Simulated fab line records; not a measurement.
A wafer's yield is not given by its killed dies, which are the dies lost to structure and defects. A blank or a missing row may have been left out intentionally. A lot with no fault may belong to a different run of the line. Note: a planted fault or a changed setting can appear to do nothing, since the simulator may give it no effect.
Shared-tool check :: flow berkeley-cmos170 :: Lots sampled 15, wafers sampled 54

## WHY IT WAS OPENED
At UCB170_NSD_TW_MEAS_10 the reading NSD_TW is flagged on 3 of 15 lots. No-fault wafers: 4226, standard deviation 30.
Rule: a lot gets a flag if all its wafers with a number sit over 4 standard deviations from that mean, or if no wafer of it has a number. The other lots count as sound.

lot: L242
measured: day 8 06:41
on: film-metro-03
NSD_TW, wafer by wafer: 4268 4257 4248
flag: 

lot: L244
measured: day 8 07:07
on: film-metro-01
NSD_TW, wafer by wafer: 4290 4267 4256
flag: 

lot: L240
measured: day 8 07:26
on: film-metro-04
NSD_TW, wafer by wafer: 4209 4199 4236
flag: 

lot: L241
measured: day 8 07:32
on: film-metro-03
NSD_TW, wafer by wafer: 4228 4237 4253
flag: 

lot: L246
measured: day 9 07:02
on: film-metro-04
NSD_TW, wafer by wafer: 4164 4182 4197
flag: 

lot: L247
measured: day 9 07:03
on: film-metro-03
NSD_TW, wafer by wafer: 4244 4235 4231
flag: 

lot: L251
measured: day 9 15:28
on: film-metro-01
NSD_TW, wafer by wafer: 4224 4208 4219
flag: 

lot: L250
measured: day 9 15:41
on: film-metro-04
NSD_TW, wafer by wafer: 4024 4011 4048 4052 4027 4026
flag: FLAGGED

lot: L249
measured: day 9 15:50
on: film-metro-01
NSD_TW, wafer by wafer: 4064 4042 4048 4052 4058 4026
flag: FLAGGED

lot: L252
measured: day 9 16:01
on: film-metro-04
NSD_TW, wafer by wafer: 4045 4041 4029 4033 4033 4057
flag: FLAGGED

lot: L253
measured: day 10 12:58
on: film-metro-01
NSD_TW, wafer by wafer: 4232 4232 4245
flag: 

lot: L255
measured: day 11 00:43
on: film-metro-04
NSD_TW, wafer by wafer: 4171 4185 4177
flag: 

lot: L257
measured: day 11 05:38
on: film-metro-01
NSD_TW, wafer by wafer: 4246 4230 4237
flag: 

lot: L258
measured: day 11 20:38
on: film-metro-01
NSD_TW, wafer by wafer: 4220 4222 4213
flag: 

lot: L260
measured: day 12 06:22
on: film-metro-01
NSD_TW, wafer by wafer: 4255 4240 4255
flag: 
The numbers of the flagged lots are 4040 on average: -186 against the usual, or -6 standard deviations.

## WHICH TOOL RAN EACH LOT
3 process steps preceding the reading are held in the record, out of 331 steps in the route. Read each cell as the tool, then ch plus the chambers that the sampled wafers visited, then the start.
lot: L242
flag: 
UCB170_PLDD_STRIP_10: plasma-asher-03 ch 0,1, day 7 14:49
UCB170_NSD_IMPLANT_08: implanter-01 ch 0, day 8 06:28
UCB170_NSD_STRIP_09: plasma-asher-04 ch 0,1, day 8 06:37

lot: L244
flag: 
UCB170_PLDD_STRIP_10: plasma-asher-03 ch 0,1, day 7 15:20
UCB170_NSD_IMPLANT_08: implanter-02 ch 0, day 8 06:52
UCB170_NSD_STRIP_09: plasma-asher-03 ch 0,1, day 8 07:01

lot: L240
flag: 
UCB170_PLDD_STRIP_10: plasma-asher-04 ch 0,1, day 7 15:05
UCB170_NSD_IMPLANT_08: implanter-04 ch 0, day 8 07:13
UCB170_NSD_STRIP_09: plasma-asher-02 ch 0,1, day 8 07:20

lot: L241
flag: 
UCB170_PLDD_STRIP_10: plasma-asher-04 ch 0,1, day 7 15:36
UCB170_NSD_IMPLANT_08: implanter-02 ch 0, day 8 07:17
UCB170_NSD_STRIP_09: plasma-asher-04 ch 0,1, day 8 07:25

lot: L246
flag: 
UCB170_PLDD_STRIP_10: plasma-asher-04 ch 0,1, day 8 14:28
UCB170_NSD_IMPLANT_08: implanter-04 ch 0, day 9 06:47
UCB170_NSD_STRIP_09: plasma-asher-04 ch 0,1, day 9 06:56

lot: L247
flag: 
UCB170_PLDD_STRIP_10: plasma-asher-01 ch 0,1, day 8 14:33
UCB170_NSD_IMPLANT_08: implanter-02 ch 0, day 9 06:49
UCB170_NSD_STRIP_09: plasma-asher-02 ch 0,1, day 9 06:56

lot: L251
flag: 
UCB170_PLDD_STRIP_10: plasma-asher-04 ch 0,1, day 9 00:46
UCB170_NSD_IMPLANT_08: implanter-04 ch 0, day 9 15:13
UCB170_NSD_STRIP_09: plasma-asher-04 ch 0,1, day 9 15:22

lot: L250
flag: FLAGGED
UCB170_PLDD_STRIP_10: plasma-asher-01 ch 0,1, day 9 01:25
UCB170_NSD_IMPLANT_08: implanter-02 ch 0, day 9 15:27
UCB170_NSD_STRIP_09: plasma-asher-02 ch 0,1, day 9 15:35

lot: L249
flag: FLAGGED
UCB170_PLDD_STRIP_10: plasma-asher-03 ch 0,1, day 9 01:46
UCB170_NSD_IMPLANT_08: implanter-02 ch 0, day 9 15:35
UCB170_NSD_STRIP_09: plasma-asher-03 ch 0,1, day 9 15:44

lot: L252
flag: FLAGGED
UCB170_PLDD_STRIP_10: plasma-asher-04 ch 1, day 9 02:25
UCB170_NSD_IMPLANT_08: implanter-02 ch 0, day 9 15:46
UCB170_NSD_STRIP_09: plasma-asher-03 ch 0,1, day 9 15:55

lot: L253
flag: 
UCB170_PLDD_STRIP_10: plasma-asher-01 ch 0,1, day 9 21:59
UCB170_NSD_IMPLANT_08: implanter-04 ch 0, day 10 12:43
UCB170_NSD_STRIP_09: plasma-asher-04 ch 0,1, day 10 12:52

lot: L255
flag: 
UCB170_PLDD_STRIP_10: plasma-asher-03 ch 0,1, day 10 09:19
UCB170_NSD_IMPLANT_08: implanter-01 ch 0, day 11 00:28
UCB170_NSD_STRIP_09: plasma-asher-03 ch 0,1, day 11 00:37

lot: L257
flag: 
UCB170_PLDD_STRIP_10: plasma-asher-03 ch 0,1, day 10 16:53
UCB170_NSD_IMPLANT_08: implanter-04 ch 0, day 11 05:23
UCB170_NSD_STRIP_09: plasma-asher-02 ch 0,1, day 11 05:32

lot: L258
flag: 
UCB170_PLDD_STRIP_10: plasma-asher-01 ch 0,1, day 11 08:53
UCB170_NSD_IMPLANT_08: implanter-04 ch 0, day 11 20:25
UCB170_NSD_STRIP_09: plasma-asher-02 ch 0,1, day 11 20:32

lot: L260
flag: 
UCB170_PLDD_STRIP_10: plasma-asher-01 ch 0,1, day 11 18:11
UCB170_NSD_IMPLANT_08: implanter-04 ch 0, day 12 06:09
UCB170_NSD_STRIP_09: plasma-asher-03 ch 0,1, day 12 06:17
What the steps here do:
- UCB170_PLDD_STRIP_10: strips in O2.
- UCB170_NSD_IMPLANT_08
- UCB170_NSD_STRIP_09: strips in O2.
- UCB170_NSD_TW_MEAS_10

## FLAGGED AGAINST TOTAL, ONE TOOL AT A TIME (gauges that did the reading follow at the end)
step: UCB170_PLDD_STRIP_10
tool: plasma-asher-01
lots run: 5
flagged: 1
share of the flagged lots: some
sound lots run after its first flagged lot: 3 (L253,L258,L260)

step: UCB170_PLDD_STRIP_10
tool: plasma-asher-03
lots run: 5
flagged: 1
share of the flagged lots: some
sound lots run after its first flagged lot: 2 (L255,L257)

step: UCB170_PLDD_STRIP_10
tool: plasma-asher-04
lots run: 5
flagged: 1
share of the flagged lots: some
sound lots run after its first flagged lot: 0

step: UCB170_NSD_IMPLANT_08
tool: implanter-01
lots run: 2
flagged: 0
share of the flagged lots: none
sound lots run after its first flagged lot: -

step: UCB170_NSD_IMPLANT_08
tool: implanter-02
lots run: 6
flagged: 3
share of the flagged lots: all
sound lots run after its first flagged lot: 0

step: UCB170_NSD_IMPLANT_08
tool: implanter-04
lots run: 7
flagged: 0
share of the flagged lots: none
sound lots run after its first flagged lot: -

step: UCB170_NSD_STRIP_09
tool: plasma-asher-02
lots run: 5
flagged: 1
share of the flagged lots: some
sound lots run after its first flagged lot: 2 (L257,L258)

step: UCB170_NSD_STRIP_09
tool: plasma-asher-03
lots run: 5
flagged: 2
share of the flagged lots: some
sound lots run after its first flagged lot: 2 (L255,L260)

step: UCB170_NSD_STRIP_09
tool: plasma-asher-04
lots run: 5
flagged: 0
share of the flagged lots: none
sound lots run after its first flagged lot: -

step: UCB170_NSD_TW_MEAS_10
tool: film-metro-01
lots run: 7
flagged: 1
share of the flagged lots: some
sound lots run after its first flagged lot: 4 (L253,L257,L258,L260)

step: UCB170_NSD_TW_MEAS_10
tool: film-metro-03
lots run: 3
flagged: 0
share of the flagged lots: none
sound lots run after its first flagged lot: -

step: UCB170_NSD_TW_MEAS_10
tool: film-metro-04
lots run: 5
flagged: 2
share of the flagged lots: some
sound lots run after its first flagged lot: 1 (L255)

## THE TABLE: WHAT IT ALLOWS
1 row of the table ran every flagged lot: implanter-02 at UCB170_NSD_IMPLANT_08.
- implanter-02 at UCB170_NSD_IMPLANT_08: 3 of its 6 lots flagged. It ran its last sound lot, L247, at day 9 06:49 and its first flagged lot, L250, at day 9 15:27: a fault with its onset between the two fits. Its own readings lie more than 4 standard deviations out on every wafer of the flagged lots: dose-ions-cm2, faraday-current-uA.
implanter-02 at UCB170_NSD_IMPLANT_08 is the single tool remaining.

## WHAT THE SIMULATOR PUT IN
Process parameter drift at UCB170_NSD_IMPLANT_08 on implanter-02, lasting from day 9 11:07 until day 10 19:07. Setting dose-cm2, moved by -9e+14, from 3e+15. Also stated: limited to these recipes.
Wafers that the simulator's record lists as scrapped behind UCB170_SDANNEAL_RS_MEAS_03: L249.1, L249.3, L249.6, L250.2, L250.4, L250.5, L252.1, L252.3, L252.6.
Lots struck among those shown: L250, L249, L252. This agrees with what the rule above found.
